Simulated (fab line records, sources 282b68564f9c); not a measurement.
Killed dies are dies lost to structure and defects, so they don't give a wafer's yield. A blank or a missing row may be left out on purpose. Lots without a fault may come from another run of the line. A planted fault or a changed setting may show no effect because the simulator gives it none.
One fault seen from 2 desks | flow rit_cmos | each desk has only its own numbers; what lay behind them comes last

THE METROLOGY DESK
What the gauges read, lot by lot, whatever tool the lot ran on: means of the sampled wafers that have a number. A lot is out of limits, marked OUT, if its mean lies more than 4 standard deviations from the usual mean; the brackets give that distance.
Columns: A = cd_nm at RIT_M1_CD_MEAS_90, usual 2601 nm
lot  | first seen here | A
L562 | day 3 11:55     | 2602
L563 | day 3 19:32     | 2596
L564 | day 4 00:21     | 2598
L565 | day 4 02:14     | 2599
L566 | day 4 15:53     | 2600
L567 | day 4 20:49     | 2600
L568 | day 4 21:29     | 2606
L569 | day 5 00:29     | 2601
L571 | day 5 19:37     | 2603
L574 | day 6 00:18     | 2594
L577 | day 6 14:54     | 2594
L581 | day 7 13:47     | 2603
L583 | day 8 04:32     | 2602
L584 | day 8 08:35     | 2595
This desk's finding: nothing out of limits on any of the 14 lots.

THE TOOL OWNER'S DESK: rie_metal-04
The tool's own readings at RIT_M1_METAL_ETCH_12 (etches Al in Cl2/BCl3, stops on SiO2, time 165 s, target depth 600 nm): means of the sampled wafers that have a number, for each lot that ran on this tool. A lot is out of limits, marked OUT, if its mean lies more than 4 standard deviations from the usual mean; the brackets give that distance.
Columns: A = chamber_pressure_mTorr at RIT_M1_METAL_ETCH_12, usual 100.00 mTorr; B = drypump_motor_current_A at RIT_M1_METAL_ETCH_12, usual 5.9 A; C = oes_product_au at RIT_M1_METAL_ETCH_12, usual 0.774 a.u.; D = throttle_valve_pct at RIT_M1_METAL_ETCH_12, usual 8.24 %
lot  | first seen here | A      | B   | C     | D
L562 | day 3 11:25     | 100.09 | 5.6 | 0.774 | 8.08
L565 | day 4 01:43     | 100.00 | 5.9 | 0.762 | 8.12
L568 | day 4 20:58     | 99.91  | 6.0 | 0.759 | 8.12
L574 | day 5 23:31     | 100.05 | 5.7 | 0.767 | 8.08
L577 | day 6 14:23     | 99.93  | 5.7 | 0.763 | 8.08
This desk's finding: nothing out of limits on any of the 5 lots.

PUT TOGETHER
The metrology desk saw nothing out of limits.
The tool owner's desk saw nothing out of limits.

WHAT THE SIMULATOR HAD PUT IN
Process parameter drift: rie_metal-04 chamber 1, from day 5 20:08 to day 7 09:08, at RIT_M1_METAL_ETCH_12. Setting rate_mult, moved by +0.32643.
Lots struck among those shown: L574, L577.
